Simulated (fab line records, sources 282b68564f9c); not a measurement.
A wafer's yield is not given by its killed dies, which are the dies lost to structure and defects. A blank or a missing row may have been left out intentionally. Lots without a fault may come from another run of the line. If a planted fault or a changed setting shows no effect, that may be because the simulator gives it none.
A lot that was struck, set against a sound lot || flow rit cmos || 17 steps out of a route of 202
Sound: the wafers L430.1, L430.2, L430.4. Wafers struck: L442.1, L442.5, L442.6. The cause is named last.
At each step with rows: each side's tool, then ch and its chambers, then its first start. Under that, the readings that differ: sound wafers || struck wafers || difference of the means || sigmas: that difference in standard deviations of wafers without a fault.
alike: a reading whose means differ by less than 2 such deviations, as well as words and numbers matching on both sides. not compared: withheld readings; readings where some wafer has no value; bounds like >300 that might hide an equal value; numbers whose values overlap and for which the record gives no deviation.
A row with sigmas, a row that says differs or no value, or rows on one side alone: a step with any of these is where the two part. Numbers that don't overlap but have no deviation are shown without sigmas and don't part them. Lack of a reading on every wafer of one side parts them only where that side has two or more wafers.

first, 1 step without rows for these wafers: RIT_PSD_IMPLANT_08.
RIT_PSD_STRIP_09: strips in O2, time 180 s.
  sound on plasma asher-02 ch 0,1, day 5 13:37; struck on plasma asher-01 ch 0,1, day 8 01:20
  alike: drypump motor current A
  not compared: rf hours counter h
RIT_PSD_TW_MEAS_10:
  sound on film metro-02 at day 5 13:47; struck on film metro-02 at day 8 01:31
  alike: PSD_TW
then, 3 steps without rows for these wafers: RIT_SDANNEAL_CLEAN_00 (cleans in SC1, time 600 s); RIT_SDANNEAL_CLEAN_01 (cleans in dHF, time 30 s); RIT_SDANNEAL_CLEAN_02 (cleans in SC2, time 600 s).
RIT_SDANNEAL_RTA_03: time 5 s.
  sound on rtp anneal-01 ch 0, day 5 14:14; struck on rtp anneal-01 ch 0, day 8 02:08
  alike: ramp up c per s, wafer_temp_C_max
RIT_SDANNEAL_RS_MEAS_04: measures by four-point-probe.
  sound on film metro-02 at day 5 14:17; struck on film metro-02 at day 8 02:11
  alike: PSD_RS
RIT_SDANNEAL_RS_MEAS_05: measures by four-point-probe.
  sound on film metro-02 at day 5 14:25; struck on film metro-02 at day 8 02:19
  alike: NSD_RS
RIT_SDANNEAL_RS_MEAS_06: measures by four-point-probe.
  sound on film metro-02 at day 5 14:32; struck on film metro-02 at day 8 02:26
  alike: PLDD_RS
RIT_SDANNEAL_RS_MEAS_07: measures by four-point-probe.
  sound on film metro-02 at day 5 14:39; struck on film metro-02 at day 8 02:33
  alike: NLDD_RS
then, 1 step without rows for these wafers: RIT_SILICIDE_WET_ETCH_00 (etches SiO2 in BOE, target depth 14 nm, time 15 s).
RIT_SILICIDE_SPUTTER_01: material Ti, target thk 30 nm, time 240 s.
  sound on pvd sputter-03 at day 5 14:47; struck on pvd sputter-03 at day 8 02:41
{"reading": "cathode dc power W (W)", "sound": "350.04 349.90 349.98", "struck": "318.21 318.24 318.25", "difference": -31.74, "sigmas": "-99 or more"}
{"reading": "model.Ti_of_SILICIDE_SPUTTER_01.thk nm (nm)", "sound": "29.1 29.44 29.21", "struck": "27.69 27.63 27.56", "difference": -1.62, "sigmas": ""}
  alike: throttle valve pct
RIT_SILICIDE_RS_MEAS_02: measures by four-point-probe.
  sound on film metro-01 at day 5 14:56; struck on film metro-03 at day 8 03:10
{"reading": "SILICIDE_TI_RS (ohm/sq)", "sound": "49.8 49.1 49.6", "struck": "53.4 53.5 53.7", "difference": "+4.0", "sigmas": "+5"}
  not compared: hold
RIT_SILICIDE_THK_MEAS_03: measures by xrf.
  sound on film metro-01 at day 5 15:04; struck on film metro-03 at day 8 14:19
{"reading": "SILICIDE_TI_THK (nm)", "sound": "28.6 29.0 28.7", "struck": "27.4 27.4 27.2", "difference": -1.4, "sigmas": -3}
  not compared: hold
RIT_SILICIDE_RTA_04: time 10 s, ramp up 5 s, ramp down 5 s.
  sound on rtp anneal-02 ch 0, day 5 15:07; struck on rtp anneal-02 ch 0, day 8 17:47
{"reading": "hold", "sound": "- - -", "struck": "await dispo/3.4h/release await dispo/3.4h/release await dispo/3.4h/release", "difference": "no value on the sound wafers", "sigmas": ""}
  alike: wafer_temp_C_max
RIT_M1_PROBE_99:
  sound on prober-01 at day 5 22:52; struck on prober-01 at day 9 00:15
  alike: killed at front end, killed dies, killed open, killed short

WHERE THEY PART
First at RIT_SILICIDE_SPUTTER_01; last, within this record, at RIT_SILICIDE_RTA_04. Later steps at which nothing parts them and some readings are alike: RIT_M1_PROBE_99.

WHY: what the simulator had put in
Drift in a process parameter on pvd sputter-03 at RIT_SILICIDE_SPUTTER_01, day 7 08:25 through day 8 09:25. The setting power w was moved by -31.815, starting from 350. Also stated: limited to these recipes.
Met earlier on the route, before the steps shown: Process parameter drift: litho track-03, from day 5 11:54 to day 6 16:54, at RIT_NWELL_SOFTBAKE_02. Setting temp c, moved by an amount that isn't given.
